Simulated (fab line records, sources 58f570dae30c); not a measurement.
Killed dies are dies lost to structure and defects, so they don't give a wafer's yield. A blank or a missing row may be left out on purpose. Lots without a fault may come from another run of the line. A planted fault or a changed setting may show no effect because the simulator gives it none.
Which tool did it? | flow berkeley_cmos170 | 6 lots, 18 wafers sampled, at 2 steps of a route of 331

WHAT THE GAUGES READ, wafer by wafer
UCB170_ACTIVE_CD_MEAS_13: target cd 1200 nm.
lot  | measured    | on        | cd_nm (nm)
L442 | day 4 12:46 | cd_sem-01 | 1201.1 1200.1 1201.3
L444 | day 5 04:52 | cd_sem-02 | 1200.7 1200.2 1199.2
L446 | day 5 12:43 | cd_sem-02 | 1200.0 1201.1 1201.7
L448 | day 5 22:39 | cd_sem-02 | 1200.9 1200.0 1198.4
L454 | day 7 07:59 | cd_sem-02 | 1198.8 1198.4 1198.3
L456 | day 7 19:32 | cd_sem-01 | 1202.0 1202.4 1200.9

WHICH TOOL RAN EACH LOT (tool, then ch and the chambers of the sampled wafers, then the start)
lot  | UCB170_ACTIVE_EXPOSE_10
L442 | krf_scanner-02 ch 0, day 4 11:45
L444 | krf_scanner-01 ch 0, day 5 03:55
L446 | krf_scanner-02 ch 0, day 5 12:20
L448 | krf_scanner-01 ch 0, day 5 22:16
L454 | krf_scanner-02 ch 0, day 7 07:36
L456 | krf_scanner-01 ch 0, day 7 19:08
- UCB170_ACTIVE_EXPOSE_10: exposes mask ACTIVE, target cd 1200 nm.

THE ANSWER, worked out from the rows above alone
Rule: what is usual is taken from the lots themselves. Put in order of their means at a reading, lots are off if they are a third of the lots or fewer, leave a main group of 4 or more, and stand apart from it by a gap of 3 or more times the standard deviation of the main group's means; of several such gaps the widest counts. A main group whose means are all the same, to the digits that the tables above print for the reading, isn't used. A lot without any number at a reading at which 4 lots or more have one is off too. The other lots that the step has rows for count as sound.
No lot is off at any reading shown: from this, nothing can be told.

WHAT THE SIMULATOR HAD PUT IN
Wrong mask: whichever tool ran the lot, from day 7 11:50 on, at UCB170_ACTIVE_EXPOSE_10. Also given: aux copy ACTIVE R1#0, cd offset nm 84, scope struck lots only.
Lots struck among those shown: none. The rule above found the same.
